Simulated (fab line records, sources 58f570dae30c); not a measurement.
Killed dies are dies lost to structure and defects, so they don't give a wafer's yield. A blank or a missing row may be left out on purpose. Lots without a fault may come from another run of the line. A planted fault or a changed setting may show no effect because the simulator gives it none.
Which tool did it? | flow berkeley_cmos170 | 15 lots, 45 wafers sampled, at 1 step of a route of 331

WHAT THE GAUGES READ, wafer by wafer
The record holds no reading of a measuring or inspecting step that can be judged against a usual standard deviation.

WHICH TOOL RAN EACH LOT (tool, then ch and the chambers of the sampled wafers, then the start)
lot  | UCB170_FIELD_WET_ETCH_04
L577 | wet_bench-04 ch 2, day 5 07:31
L579 | wet_bench-03 ch 2, day 5 13:04
L580 | wet_bench-03 ch 1, day 5 13:04
L581 | wet_bench-02 ch 2, day 5 17:08
L582 | wet_bench-03 ch 0, day 6 06:37
L585 | wet_bench-02 ch 1, day 6 14:39
L586 | wet_bench-02 ch 2, day 6 14:39
L587 | wet_bench-03 ch 1, day 7 03:43
L588 | wet_bench-03 ch 1, day 7 03:43
L590 | wet_bench-04 ch 0, day 7 19:50
L591 | wet_bench-04 ch 1, day 7 19:50
L592 | wet_bench-03 ch 2, day 8 09:53
L593 | wet_bench-03 ch 3, day 8 09:53
L594 | wet_bench-03 ch 3, day 8 09:53
L597 | wet_bench-02 ch 2, day 9 11:32
- UCB170_FIELD_WET_ETCH_04: etches SiO2 in dHF, time 60 s.

WHAT THE TOOLS THEMSELVES READ (means of the sampled wafers that have a number; where no wafer has one, the mark that the record gives instead)
UCB170_FIELD_WET_ETCH_04. Usual: bath_heat_duty_pct 5.8 %, standard deviation 0.73; run_length_s 87.7 s, standard deviation 2.9; temp_c 25.00 C, standard deviation 0.1.
lot  | tool         | bath_heat_duty_pct (%) | run_length_s (s) | temp_c (C) | flag
L577 | wet_bench-04 | 5.5                    | 84.4             | 24.91      |
L579 | wet_bench-03 | 5.5                    | 92.0             | 24.89      |
L580 | wet_bench-03 | 6.5                    | 91.4             | 24.89      |
L581 | wet_bench-02 | 5.9                    | 93.0             | 25.02      |
L582 | wet_bench-03 | 5.8                    | 86.8             | 25.06      |
L585 | wet_bench-02 | 6.7                    | 87.4             | 25.02      |
L586 | wet_bench-02 | 5.8                    | 87.3             | 25.00      |
L587 | wet_bench-03 | 5.8                    | 85.6             | 25.10      |
L588 | wet_bench-03 | 5.9                    | 84.9             | 25.10      |
L590 | wet_bench-04 | -                      | -                | -          | OFF
L591 | wet_bench-04 | -                      | -                | -          | OFF
L592 | wet_bench-03 | -                      | -                | -          | OFF
L593 | wet_bench-03 | 4.5                    | 93.7             | 25.03      |
L594 | wet_bench-03 | 5.0                    | 93.0             | 24.95      |
L597 | wet_bench-02 | 5.3                    | 85.8             | 25.05      |

THE ANSWER, worked out from the rows above alone
Rule: a lot is off if the mean of its wafers that have a number lies more than 3 standard deviations from the usual mean. A lot without any number at a reading at which 4 lots or more have one is off too. The other lots that the step has rows for count as sound. The gauges are gone through in route order, then the tools' own readings, and for those a lot's mean is taken as printed above. The first step at which some lot is off is used, and at that step the reading that is off furthest; a lot without a number counts as furthest.
Off: L590, L591, L592, at UCB170_FIELD_WET_ETCH_04 (bath_heat_duty_pct). Without a number there: L590, L591, L592.
A tool fits if, at that step or a process step before it, it ran every lot that is off, and no sound lot after the first of them. None of those tried fits.

WHAT THE SIMULATOR HAD PUT IN
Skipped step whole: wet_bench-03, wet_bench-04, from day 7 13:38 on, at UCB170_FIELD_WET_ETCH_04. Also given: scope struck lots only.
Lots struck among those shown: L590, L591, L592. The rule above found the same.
